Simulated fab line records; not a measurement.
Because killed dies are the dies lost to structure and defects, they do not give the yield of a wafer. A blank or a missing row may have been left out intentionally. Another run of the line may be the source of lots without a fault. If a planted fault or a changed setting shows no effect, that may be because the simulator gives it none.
Chamber matching :: flow berkeley_cmos170 :: UCB170_FIELD_WET_ETCH_04 on wet_bench-03 has 3 sister chambers
The step etches SiO2 in dHF, time 60 s. 14 wafers are shown with their chamber, then 1 later ones without.

## WAFERS PAIRED WITH THEIR CHAMBERS
wafer: L579.2
chamber: 2
run_length_s (s): 92.0
temp_c (C): 24.80
bath_heat_duty_pct (%): 5.4

wafer: L579.3
chamber: 2
run_length_s (s): 92.0
temp_c (C): 24.85
bath_heat_duty_pct (%): 5.9

wafer: L579.6
chamber: 2
run_length_s (s): 92.0
temp_c (C): 25.03
bath_heat_duty_pct (%): 5.1

wafer: L580.1
chamber: 1
run_length_s (s): 91.4
temp_c (C): 24.89
bath_heat_duty_pct (%): 7.1

wafer: L580.2
chamber: 1
run_length_s (s): 91.4
temp_c (C): 24.85
bath_heat_duty_pct (%): 6.5

wafer: L580.3
chamber: 1
run_length_s (s): 91.4
temp_c (C): 24.93
bath_heat_duty_pct (%): 6.0

wafer: L582.3
chamber: 0
run_length_s (s): 86.8
temp_c (C): 25.05
bath_heat_duty_pct (%): 5.9

wafer: L582.4
chamber: 0
run_length_s (s): 86.8
temp_c (C): 25.01
bath_heat_duty_pct (%): 6.1

wafer: L582.6
chamber: 0
run_length_s (s): 86.8
temp_c (C): 25.13
bath_heat_duty_pct (%): 5.5

wafer: L587.1
chamber: 1
run_length_s (s): 85.6
temp_c (C): 25.17
bath_heat_duty_pct (%): 6.2

wafer: L587.2
chamber: 1
run_length_s (s): 85.6
temp_c (C): 25.14
bath_heat_duty_pct (%): 5.7

wafer: L587.5
chamber: 1
run_length_s (s): 85.6
temp_c (C): 24.98
bath_heat_duty_pct (%): 5.5

wafer: L588.4
chamber: 1
run_length_s (s): 84.9
temp_c (C): 25.10
bath_heat_duty_pct (%): 5.8

wafer: L588.5
chamber: 1
run_length_s (s): 84.9
temp_c (C): 25.03
bath_heat_duty_pct (%): 6.4

SIGNATURES, as means of the wafers listed above
reading: run_length_s
chamber 0: 86.800
chamber 1: 87.600
chamber 2: 92.000
scatter within a chamber: 2.52

reading: temp_c
chamber 0: 25.0633
chamber 1: 25.0113
chamber 2: 24.8933
scatter within a chamber: 0.111

reading: bath_heat_duty_pct
chamber 0: 5.833
chamber 1: 6.150
chamber 2: 5.467
scatter within a chamber: 0.464
Rule: a wafer lies at a distance from a chamber equal to the root of the sum of squares, over the readings, of (its reading less the chamber's mean, divided by the reading's scatter). The wafer belongs to the nearest chamber; if the next one is less than 2 further off, it can't be placed. How the scatter is found: for the shown wafers, subtract from each reading the mean of its chamber, square and add these, divide the total by (wafers less chambers), then take the root.

## WAFERS MISSING THEIR CHAMBER
wafer: L588.6
run_length_s (s): 84.9
temp_c (C): 25.17
bath_heat_duty_pct (%): 5.6

## CHAMBER TAKEN BY EACH
wafer: L588.6
from the rows above: can't be placed: 0 or 1
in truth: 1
Correct placement for 0 of the 1. Unplaceable from these rows: 1, with the true chamber sitting among the candidates in 1. Placed wrongly: 0.
